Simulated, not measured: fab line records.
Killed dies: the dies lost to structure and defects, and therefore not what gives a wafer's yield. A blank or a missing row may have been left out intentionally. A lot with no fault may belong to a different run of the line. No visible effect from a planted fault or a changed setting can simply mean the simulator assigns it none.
Struck lot and sound lot, side by side ; flow rit cmos ; 14 steps out of a route of 202
Sound: the wafers L588.1, L588.5, L588.6. Wafers struck: L581.1, L581.2, L581.3. The cause is given at the end.
Order at every step that has rows: each side's tool, ch and its chambers, its first start. Under that, the readings that differ: sound wafers ; struck wafers ; difference of the means ; sigmas: that difference in standard deviations of wafers without a fault.
alike: same words and numbers on both sides, and readings whose means sit less than 2 such deviations apart. not compared: any withheld reading, any reading some wafer has no value for, any bound like >300 that may hide the same value, and any number with overlapping values for which the record gives no deviation.
Wherever a step has rows on one side only, a row that says differs or no value, or a row with sigmas, the two part there. Non-overlapping numbers with no deviation appear without sigmas and do not part them. Lack of a reading on every wafer of one side parts them only where that side has two or more wafers.

first, 2 steps without rows for these wafers: RIT_NRETRO_PEB_04; RIT_NRETRO_DEVELOP_05 (develop time 68 s).
RIT_NRETRO_OVL_MEAS_06:
  sound on overlay-01, day 5 20:11; struck on overlay-02, day 4 10:40
  alike: NRETRO_OVL
then, 2 steps without rows for these wafers: RIT_NRETRO_HARDBAKE_07 (time 120 s); RIT_NRETRO_IMPLANT_08.
RIT_NRETRO_STRIP_09: strips in O2, time 180 s.
  sound on plasma asher-02 ch 0,1, day 5 20:40; struck on plasma asher-03 ch 0,1, day 4 11:06
  alike: drypump motor current A
  not compared: rf hours counter h
RIT_NRETRO_TW_MEAS_10:
  sound on film metro-04, day 5 20:50; struck on film metro-01, day 4 11:17
reading;sound;struck;difference;sigmas
NRETRO_TW;1062 1057 1059;1032 1027 1031;-29;-2
then, 5 steps without rows for these wafers: RIT_PRETRO_HMDS_00 (prime time 60 s); RIT_PRETRO_COAT_01 (resist thk 1300 nm); RIT_PRETRO_SOFTBAKE_02 (time 60 s); RIT_PRETRO_EXPOSE_03 (exposes mask M5, target cd 43700 nm); RIT_PRETRO_PEB_04.
RIT_PRETRO_DEVELOP_05: develop time 68 s.
  struck on litho track-02, day 4 12:00; sound on litho track-03 ch 0, day 5 21:00
  no value came back on the struck wafers for chill plate temp C (C), develop time s (s), resist line temp C (C); on the sound wafers chill plate temp C (C) reads 23.05 23.08 23.21
RIT_PRETRO_OVL_MEAS_06:
  sound on overlay-01, day 5 21:55; struck on overlay-02, day 4 12:20
reading;sound;struck;difference;sigmas
PRETRO_OVL (nm);1.7 1.6 1.6;- - -;no value on the struck wafers;

## WHERE THEY PART
Earliest at RIT_NRETRO_TW_MEAS_10; latest, in this record, at RIT_PRETRO_OVL_MEAS_06.

WHY: what had been put in by the simulator
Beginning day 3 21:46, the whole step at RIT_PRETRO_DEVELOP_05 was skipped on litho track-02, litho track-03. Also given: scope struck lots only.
